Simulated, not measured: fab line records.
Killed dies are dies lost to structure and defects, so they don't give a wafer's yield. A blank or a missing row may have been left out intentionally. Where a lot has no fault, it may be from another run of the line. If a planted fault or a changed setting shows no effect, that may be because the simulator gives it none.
Split-lot study | flow berkeley-cmos170 | route with 331 steps; 5 lots, 23 wafers read

## ON THE SPLIT
At UCB170_PFIELD_IMPLANT_07, the setting dose-cm2 was moved away from the recipe's 2e+13 on 10 of the 23 wafers read, by -5.9% to +3.2%. The other wafers ran this setting at the recipe's value.

## FROM SPLIT TO READING: 1 step shown by the file between the two
- UCB170_PFIELD_STRIP_08: strips in O2

## THE READING
PFIELD_TW, at UCB170_PFIELD_TW_MEAS_09. A value of 605 with a standard deviation of 4.8 is what fault-free wafers of this fab line usually give.

wafer  | tool, chamber at the split | dose-cm2 as run | against the recipe | PFIELD_TW | against lot-mates on the recipe
L074.1 | implanter-04, 0            | 2e+13           | recipe             | 607       | -
L074.2 | implanter-04, 0            | 1.882e+13       | -5.9%              | 595       | -11
L074.4 | implanter-04, 0            | 1.882e+13       | -5.9%              | 597       | -9
L074.5 | implanter-04, 0            | 2e+13           | recipe             | 605       | -
L074.6 | implanter-04, 0            | 1.882e+13       | -5.9%              | 594       | -12
L084.1 | implanter-01, 0            | 2e+13           | recipe             | 608       | -
L084.2 | implanter-01, 0            | 2e+13           | recipe             | 607       | -
L084.3 | implanter-01, 0            | 2e+13           | recipe             | 609       | -
L084.4 | implanter-01, 0            | 2.065e+13       | +3.2%              | 616       | +8
L084.5 | implanter-01, 0            | 2.065e+13       | +3.2%              | 610       | +2
L083.2 | implanter-04, 0            | 2e+13           | recipe             | 606       | -
L083.3 | implanter-04, 0            | 1.937e+13       | -3.1%              | 599       | -7
L083.4 | implanter-04, 0            | 2e+13           | recipe             | 606       | -
L083.5 | implanter-04, 0            | 2e+13           | recipe             | 607       | -
L083.6 | implanter-04, 0            | 1.937e+13       | -3.1%              | 601       | -5
L082.2 | implanter-02, 0            | 2e+13           | recipe             | 603       | -
L082.3 | implanter-02, 0            | 2e+13           | recipe             | 605       | -
L082.4 | implanter-02, 0            | 2e+13           | recipe             | 601       | -
L085.1 | implanter-01, 0            | 2e+13           | recipe             | 607       | -
L085.3 | implanter-01, 0            | 1.89e+13        | -5.5%              | 597       | -10
L085.4 | implanter-01, 0            | 2e+13           | recipe             | 606       | -
L085.5 | implanter-01, 0            | 1.89e+13        | -5.5%              | 595       | -12
L085.6 | implanter-01, 0            | 1.89e+13        | -5.5%              | 593       | -14

THE FIT
A straight line over all 23 wafers: PFIELD_TW changes by +1.93 for each +1% of dose-cm2; r = +0.94; the points scatter about the line by 2.1.
The same after taking each lot's own level away (the mean of its wafers on the recipe; 23 wafers): +1.88 for each +1%; r = +0.96; scatter 1.6.
According to that fit, moving dose-cm2 by its largest amount changes the reading by 11.
The span of the lots' own levels, 603.0 to 608.0, comes to 1.0 times the standard deviation stated above.
Hence the lot-to-lot level has little effect on the slope; both slopes agree.
Check: -11.4 against its lot-mates is what the line predicts for one of the wafers moved furthest among these (-5.9%) when that wafer is left out of the fit. It came out at -11 against them.

## ADDITIONAL SPLITS CARRIED BY THESE WAFERS
Other splits were also applied to these wafers ahead of the reading. Each is held against what the fit with the lots' levels taken away leaves over:
other split on the same wafers         | wafers away from the commonest value | r with PFIELD_TW (lot level and that fit taken away)
UCB170_START_OXIDATION_02 temp-c       | 15                                   | -0.02
UCB170_NWELL_CVD_04 time-s             | 18                                   | -0.18
UCB170_PWELL_OXIDATION_02 temp-c       | 15                                   | -0.11
UCB170_PWELL_STRIP_16 overash-fraction | 8                                    | +0.15
UCB170_ACTIVE_CVD_05 pressure-mtorr    | 13                                   | +0.16
UCB170_ACTIVE_STRIP_16 power-w         | 9                                    | +0.22

## FILE'S OWN FIT
PFIELD_TW changes by +1.89 for each +1% of dose-cm2, r = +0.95.
